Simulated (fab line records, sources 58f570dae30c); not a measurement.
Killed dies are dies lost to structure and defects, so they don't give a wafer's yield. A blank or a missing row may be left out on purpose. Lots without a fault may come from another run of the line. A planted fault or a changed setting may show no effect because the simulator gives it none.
A struck lot beside a sound one | flow berkeley_cmos170 | 15 steps out of a route of 331
Sound: wafers L858.1, L858.5, L858.6. Struck: wafer L871.4. (L871.3, L871.6 of the same lot were not struck and are left out.) The cause comes at the end.
At each step with rows: each side's tool, then ch and its chambers, then its first start. Under that, the readings that differ: sound wafers | struck wafers | difference of the means | sigmas: that difference in standard deviations of wafers without a fault.
alike: readings whose means differ by less than 2 such deviations, and words and numbers that are the same on both sides. not compared: withheld readings, readings that some wafer has no value for, bounds like >300 that may hide the same value, and numbers for which the record gives no deviation and whose values overlap.
The two part at a step that has a row with sigmas, a row that says differs or no value, or rows on one side only. Numbers that don't overlap but have no deviation are shown without sigmas and don't part them. A reading that every wafer of one side lacks parts them only if that side has two wafers or more.

first, 2 steps without rows for these wafers: UCB170_GATE_ANNEAL_03 (time 1800 s); UCB170_GATE_CVD_04 (deposits poly-Si from SiH4, time 1440 s, target thk 214 nm).
UCB170_GATE_THK_MEAS_05:
  sound on film_metro-03, day 6 11:10; struck on film_metro-03, day 9 00:16
  alike: GATE_POLY_THK
then, 6 steps without rows for these wafers: UCB170_GATE_COAT_06; UCB170_GATE_COAT_07 (resist thk 900 nm); UCB170_GATE_SOFTBAKE_08 (time 60 s); UCB170_GATE_EXPOSE_09 (exposes mask POLY, target cd 350 nm); UCB170_GATE_PEB_10; UCB170_GATE_DEVELOP_11 (develop time 45 s).
UCB170_GATE_CD_MEAS_12: target cd 350 nm.
  sound on cd_sem-01, day 6 12:12; struck on cd_sem-02, day 9 01:13
  alike: cd_nm
UCB170_GATE_OVL_MEAS_13:
  sound on overlay-02, day 6 12:19; struck on overlay-02, day 9 01:19
  alike: GATE_OVL
UCB170_GATE_ETCH_14: etches BARC in N2/H2.
  sound on rie_diel-01 ch 1,2,3, day 6 12:22; struck on rie_diel-02 ch 1, day 9 01:20
  alike: chamber_pressure_mTorr, drypump_motor_current_A, h2_flow_sccm, oes_product_au, throttle_valve_pct
UCB170_GATE_ETCH_15: etches poly-Si in HBr/Cl2, stops on SiO2, time 56.3 s, target depth 278.2 nm.
  sound on rie_si-02 ch 0,3, day 6 12:24; struck on rie_si-01 ch 3, day 9 01:23
  reading                                     | sound                | struck | difference | sigmas
  chamber_pressure_mTorr (mTorr)              | 14.988 14.988 14.965 | 15.015 | +0.035     | +2
  oes_product_au (a.u.)                       | 0.846 0.855 0.831    | 0.782  | -0.062     | -4
  run_length_s (s)                            | 83.9 84.1 85.3       | 88.1   | +3.7       | +6
  model.KrF_of_GATE_COAT_07.thk_nm (nm)       | 773 778.7 778.1      | 767.4  | -9.2       |
  model.SiO2_of_GATE_OXIDATION_01.thk_nm (nm) | 6.634 6.703 6.695    | 6.099  | -0.578     |
  alike: drypump_motor_current_A, throttle_valve_pct
  not compared: rf_hours_counter_h
UCB170_GATE_STRIP_16: strips in O2.
  sound on plasma_asher-04 ch 0,1, day 6 12:27; struck on plasma_asher-01 ch 0, day 9 01:28
  reading                     | sound       | struck | difference | sigmas
  drypump_motor_current_A (A) | 6.5 5.8 6.5 | 5.3    | -1.0       | -2
  alike: chamber_pressure_mTorr, oes_product_au
  not compared: rf_hours_counter_h
UCB170_M3_PROBE_99:
  the record has rows for the sound wafers here (prober-01, day 8 04:17) and none for the struck ones

WHERE THEY PART
First at UCB170_GATE_ETCH_15; last, within this record, at UCB170_M3_PROBE_99.

WHY: what the simulator had put in
Process parameter drift: rie_si-01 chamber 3, from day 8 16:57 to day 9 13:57, at UCB170_GATE_ETCH_15. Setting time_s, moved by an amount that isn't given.
